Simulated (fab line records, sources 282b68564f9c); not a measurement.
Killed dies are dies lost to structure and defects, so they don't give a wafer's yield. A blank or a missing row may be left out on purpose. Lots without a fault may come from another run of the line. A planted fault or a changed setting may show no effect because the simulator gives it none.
One fault seen from 2 desks | flow rit_cmos | each desk has only its own numbers; what lay behind them comes last

THE METROLOGY DESK
What the gauges read, lot by lot, whatever tool the lot ran on: means of the sampled wafers that have a number. A lot is out of limits, marked OUT, if its mean lies more than 4 standard deviations from the usual mean; the brackets give that distance.
Columns: A = ACTIVE_OXIDE_THK at RIT_ACTIVE_THK_MEAS_02, usual 43.9 nm
lot  | first seen here | A
L816 | day 1 12:58     | 43.4
L817 | day 1 17:20     | 46.0
L818 | day 1 22:53     | 42.7
L819 | day 2 04:49     | 43.6
L821 | day 2 16:45     | 44.3
L822 | day 2 21:06     | 43.9
L823 | day 2 23:07     | 44.8
L824 | day 3 04:03     | 58.2 (+16) OUT
L825 | day 3 10:36     | 43.4
L826 | day 3 14:20     | 57.9 (+15) OUT
L828 | day 4 00:03     | 43.2
L834 | day 5 06:14     | 43.6
L835 | day 5 13:37     | 42.4
L838 | day 6 03:01     | 44.7
This desk's finding: out of limits on L824, L826; first on L824, day 3 04:03 (ACTIVE_OXIDE_THK at RIT_ACTIVE_THK_MEAS_02). In limits: L816, L817, L818, L819, L821, L822, L823, L825, L828, L834, L835, L838.

THE TOOL OWNER'S DESK: furnace-01
The tool's own readings at RIT_ACTIVE_OXIDATION_01 (target thk 46.8 nm, ox time 3360 s): means of the sampled wafers that have a number, for each lot that ran on this tool. A lot is out of limits, marked OUT, if its mean lies more than 4 standard deviations from the usual mean; the brackets give that distance.
Columns: A = ox_temp_c_max at RIT_ACTIVE_OXIDATION_01, usual 997.6; B = spike_tc_source_C at RIT_ACTIVE_OXIDATION_01, usual 1019.1 C
lot  | first seen here | A     | B
L817 | day 1 15:24     | 997.2 | 1021.3
L821 | day 2 14:49     | 997.4 | 1020.2
L822 | day 2 19:08     | 997.3 | 1019.9
L824 | day 3 02:07     | 997.2 | 1020.9
L826 | day 3 12:23     | 998.0 | 1020.5
This desk's finding: nothing out of limits on any of the 5 lots.

PUT TOGETHER
The metrology desk could have raised an alarm at day 3 04:03, on L824, L826.
The tool owner's desk saw nothing out of limits.
The tool owner's desk has L824, L826 on record, within its limits.
Of the lots named, all ran RIT_ACTIVE_OXIDATION_01 on furnace-01.

WHAT THE SIMULATOR HAD PUT IN
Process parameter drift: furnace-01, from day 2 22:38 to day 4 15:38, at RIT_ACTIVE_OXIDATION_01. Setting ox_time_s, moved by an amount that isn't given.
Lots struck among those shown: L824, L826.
Hours from the fault's start to each desk's first reading out of limits: the metrology desk, 5.
